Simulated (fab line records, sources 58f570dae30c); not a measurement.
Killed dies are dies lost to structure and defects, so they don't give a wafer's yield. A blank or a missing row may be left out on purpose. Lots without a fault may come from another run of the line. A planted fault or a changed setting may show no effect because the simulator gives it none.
Which tool did it? | flow berkeley_cmos170 | 14 lots, 42 wafers sampled, at 6 steps of a route of 331

WHAT THE GAUGES READ, wafer by wafer
UCB170_SILICIDE_RS_MEAS_02: measures by four-point-probe. Usual: SILICIDE_TI_RS 26.1 ohm/sq, standard deviation 0.42.
lot  | measured     | on            | SILICIDE_TI_RS (ohm/sq) | flag
L220 | day 6 20:06  | film_metro-04 | 26.5 26.5 26.8          |
L223 | day 6 20:12  | film_metro-03 | 26.2 26.1 25.6          |
L224 | day 7 01:56  | film_metro-03 | 26.6 26.0 26.6          |
L225 | day 7 09:34  | film_metro-04 | 26.5 26.3 26.7          |
L226 | day 7 09:40  | film_metro-01 | 27.1 26.6 27.0          |
L227 | day 7 23:55  | film_metro-04 | 26.5 25.3 26.3          |
L230 | day 8 07:11  | film_metro-04 | 26.6 26.3 26.6          |
L229 | day 8 07:21  | film_metro-03 | 26.4 26.4 25.8          |
L235 | day 9 15:41  | film_metro-01 | 25.8 25.5 25.9          |
L237 | day 10 05:16 | film_metro-04 | 25.9 25.9 26.0          |
L236 | day 10 05:46 | film_metro-03 | 26.0 25.5 25.6          |
L239 | day 10 19:05 | film_metro-01 | 25.9 26.0 26.1          |
L240 | day 10 19:14 | film_metro-03 | 25.9 25.9 25.9          |
L243 | day 11 11:34 | film_metro-04 | 26.7 26.3 26.0          |

UCB170_SILICIDE_THK_MEAS_03: measures by xrf. Usual: SILICIDE_TI_THK 30.1 nm, standard deviation 0.45.
lot  | measured     | on            | SILICIDE_TI_THK (nm) | flag
L220 | day 6 20:12  | film_metro-04 | 29.7 30.0 29.5       |
L223 | day 6 20:19  | film_metro-03 | 30.1 30.4 30.8       |
L224 | day 7 02:03  | film_metro-03 | 29.6 30.2 29.6       |
L225 | day 7 09:41  | film_metro-04 | 29.8 29.7 29.5       |
L226 | day 7 09:47  | film_metro-01 | 29.3 29.8 29.6       |
L227 | day 8 00:01  | film_metro-04 | 29.9 30.9 30.0       |
L230 | day 8 07:18  | film_metro-04 | 29.6 29.8 29.5       |
L229 | day 8 07:27  | film_metro-03 | 30.0 29.8 30.4       |
L235 | day 9 15:48  | film_metro-01 | 30.7 31.0 30.5       |
L237 | day 10 05:22 | film_metro-04 | 30.1 30.3 30.1       |
L236 | day 10 05:53 | film_metro-03 | 30.1 30.6 30.6       |
L239 | day 10 19:11 | film_metro-01 | 30.6 30.6 30.5       |
L240 | day 10 19:20 | film_metro-03 | 30.2 30.2 30.3       |
L243 | day 11 11:40 | film_metro-04 | 29.5 29.7 29.9       |

UCB170_M1_RS_MEAS_01: measures by four-point-probe. Usual: M1_AL_RS 0.0487 ohm/sq, standard deviation 0.00046.
lot  | measured     | on            | M1_AL_RS (ohm/sq)    | flag
L220 | day 7 02:31  | film_metro-01 | 0.0489 0.0483 0.0480 |
L223 | day 7 02:08  | film_metro-02 | 0.0490 0.0486 0.0485 |
L224 | day 7 07:02  | film_metro-01 | 0.0481 0.0482 0.0483 |
L225 | day 7 14:25  | film_metro-02 | 0.0490 0.0486 0.0483 |
L226 | day 7 14:41  | film_metro-03 | 0.0490 0.0488 0.0489 |
L227 | day 8 05:39  | film_metro-02 | 0.0487 0.0496 0.0495 |
L230 | day 8 12:08  | film_metro-02 | 0.0489 0.0483 0.0487 |
L229 | day 8 12:56  | film_metro-02 | 0.0481 0.0488 0.0482 |
L235 | day 9 20:50  | film_metro-01 | 0.0443 0.0448 0.0444 | OFF
L237 | day 10 11:15 | film_metro-01 | 0.0452 0.0445 0.0443 | OFF
L236 | day 10 11:47 | film_metro-03 | 0.0495 0.0486 0.0486 |
L239 | day 11 00:10 | film_metro-02 | 0.0487 0.0487 0.0488 |
L240 | day 11 00:17 | film_metro-03 | 0.0487 0.0489 0.0489 |
L243 | day 11 16:25 | film_metro-03 | 0.0491 0.0485 0.0486 |

UCB170_M1_THK_MEAS_02: measures by xrf. Usual: M1_AL_THK 615 nm, standard deviation 7.3.
lot  | measured     | on            | M1_AL_THK (nm) | flag
L220 | day 7 02:37  | film_metro-01 | 611 624 623    |
L223 | day 7 02:15  | film_metro-02 | 612 615 618    |
L224 | day 7 07:10  | film_metro-01 | 624 625 625    |
L225 | day 7 14:32  | film_metro-02 | 613 619 625    |
L226 | day 7 14:48  | film_metro-03 | 604 608 609    |
L227 | day 8 05:45  | film_metro-02 | 616 606 605    |
L230 | day 8 12:15  | film_metro-02 | 613 622 618    |
L229 | day 8 13:02  | film_metro-02 | 623 613 619    |
L235 | day 9 20:58  | film_metro-01 | 676 669 675    | OFF
L237 | day 10 11:21 | film_metro-01 | 667 673 680    | OFF
L236 | day 10 11:55 | film_metro-03 | 601 608 610    |
L239 | day 11 00:16 | film_metro-02 | 615 614 613    |
L240 | day 11 00:24 | film_metro-03 | 612 607 607    |
L243 | day 11 16:32 | film_metro-03 | 606 617 614    |

WHICH TOOL RAN EACH LOT (tool, then ch and the chambers of the sampled wafers, then the start)
lot  | UCB170_SILICIDE_RTA_04           | UCB170_M1_SPUTTER_00
L220 | rtp_anneal-01 ch 0, day 6 20:16  | pvd_sputter-04, day 7 02:25
L223 | rtp_anneal-01 ch 0, day 6 20:23  | pvd_sputter-01, day 7 02:04
L224 | rtp_anneal-01 ch 0, day 7 02:07  | pvd_sputter-01, day 7 06:59
L225 | rtp_anneal-01 ch 0, day 7 09:44  | pvd_sputter-02, day 7 14:20
L226 | rtp_anneal-02 ch 0, day 7 09:50  | pvd_sputter-01, day 7 14:37
L227 | rtp_anneal-02 ch 0, day 8 00:06  | pvd_sputter-01, day 8 05:33
L230 | rtp_anneal-01 ch 0, day 8 07:22  | pvd_sputter-04, day 8 12:04
L229 | rtp_anneal-02 ch 0, day 8 07:31  | pvd_sputter-01, day 8 12:50
L235 | rtp_anneal-01 ch 0, day 9 15:52  | pvd_sputter-01, day 9 20:47
L237 | rtp_anneal-02 ch 0, day 10 05:26 | pvd_sputter-01, day 10 11:09
L236 | rtp_anneal-02 ch 0, day 10 05:56 | pvd_sputter-04, day 10 11:44
L239 | rtp_anneal-01 ch 0, day 10 19:15 | pvd_sputter-02, day 11 00:04
L240 | rtp_anneal-02 ch 0, day 10 19:24 | pvd_sputter-04, day 11 00:13
L243 | rtp_anneal-02 ch 0, day 11 11:45 | pvd_sputter-04, day 11 16:20
- UCB170_SILICIDE_RTA_04: time 15 s.
- UCB170_M1_SPUTTER_00: material Al, target thk 600 nm, time 80 s.

WHAT THE TOOLS THEMSELVES READ (means of the sampled wafers that have a number; where no wafer has one, the mark that the record gives instead)
UCB170_SILICIDE_RTA_04. Usual: anneal_temp_c_max 652.7, standard deviation 0.55; chamber_o2_ppm 1.994, standard deviation 0.02; lamp_power_pct 10.0 %, standard deviation 0.44; wafer_temp_C_max 652.9, standard deviation 0.91.
lot  | tool          | anneal_temp_c_max | chamber_o2_ppm | lamp_power_pct (%) | wafer_temp_C_max | flag
L220 | rtp_anneal-01 | 652.3             | 1.974          | 10.4               | 654.5            |
L223 | rtp_anneal-01 | 652.6             | 1.992          | 10.4               | 653.6            |
L224 | rtp_anneal-01 | 652.2             | 2.011          | 10.4               | 653.9            |
L225 | rtp_anneal-01 | 652.5             | 1.997          | 10.4               | 653.6            |
L226 | rtp_anneal-02 | 652.7             | 2.019          | 9.5                | 652.1            |
L227 | rtp_anneal-02 | 652.9             | 2.001          | 9.5                | 652.4            |
L230 | rtp_anneal-01 | 652.4             | 2.004          | 10.4               | 653.7            |
L229 | rtp_anneal-02 | 652.8             | 1.996          | 9.5                | 651.7            |
L235 | rtp_anneal-01 | 652.4             | 1.981          | 10.4               | 652.8            |
L237 | rtp_anneal-02 | 652.9             | 1.998          | 9.5                | 652.3            |
L236 | rtp_anneal-02 | 653.4             | 1.990          | 9.5                | 651.9            |
L239 | rtp_anneal-01 | 652.6             | 1.989          | 10.4               | 654.3            |
L240 | rtp_anneal-02 | 652.4             | 1.995          | 9.5                | 652.9            |
L243 | rtp_anneal-02 | 652.4             | 1.994          | 9.5                | 652.5            |

UCB170_M1_SPUTTER_00. Usual: throttle_valve_pct 30.1 %, standard deviation 0.74.
lot  | tool           | throttle_valve_pct (%) | flag
L220 | pvd_sputter-04 | 30.0                   |
L223 | pvd_sputter-01 | 30.2                   |
L224 | pvd_sputter-01 | 30.3                   |
L225 | pvd_sputter-02 | 29.6                   |
L226 | pvd_sputter-01 | 30.0                   |
L227 | pvd_sputter-01 | 30.2                   |
L230 | pvd_sputter-04 | 30.0                   |
L229 | pvd_sputter-01 | 29.9                   |
L235 | pvd_sputter-01 | 29.9                   |
L237 | pvd_sputter-01 | 30.4                   |
L236 | pvd_sputter-04 | 30.7                   |
L239 | pvd_sputter-02 | 31.0                   |
L240 | pvd_sputter-04 | 29.9                   |
L243 | pvd_sputter-04 | 30.5                   |

THE ANSWER, worked out from the rows above alone
Rule: a lot is off if the mean of its wafers that have a number lies more than 3 standard deviations from the usual mean. A lot without any number at a reading at which 4 lots or more have one is off too. The other lots that the step has rows for count as sound. The gauges are gone through in route order, then the tools' own readings, and for those a lot's mean is taken as printed above. The first step at which some lot is off is used, and at that step the reading that is off furthest; a lot without a number counts as furthest.
Off: L235, L237, at UCB170_M1_RS_MEAS_01 (M1_AL_RS).
A tool fits if, at a process step before that reading, it ran every lot that is off, and no sound lot after the first of them. The gauges at UCB170_M1_RS_MEAS_01 are tried like those tools. Can't be told from this: 2 tools fit, pvd_sputter-01 at UCB170_M1_SPUTTER_00, film_metro-01 at UCB170_M1_RS_MEAS_01.

WHAT THE SIMULATOR HAD PUT IN
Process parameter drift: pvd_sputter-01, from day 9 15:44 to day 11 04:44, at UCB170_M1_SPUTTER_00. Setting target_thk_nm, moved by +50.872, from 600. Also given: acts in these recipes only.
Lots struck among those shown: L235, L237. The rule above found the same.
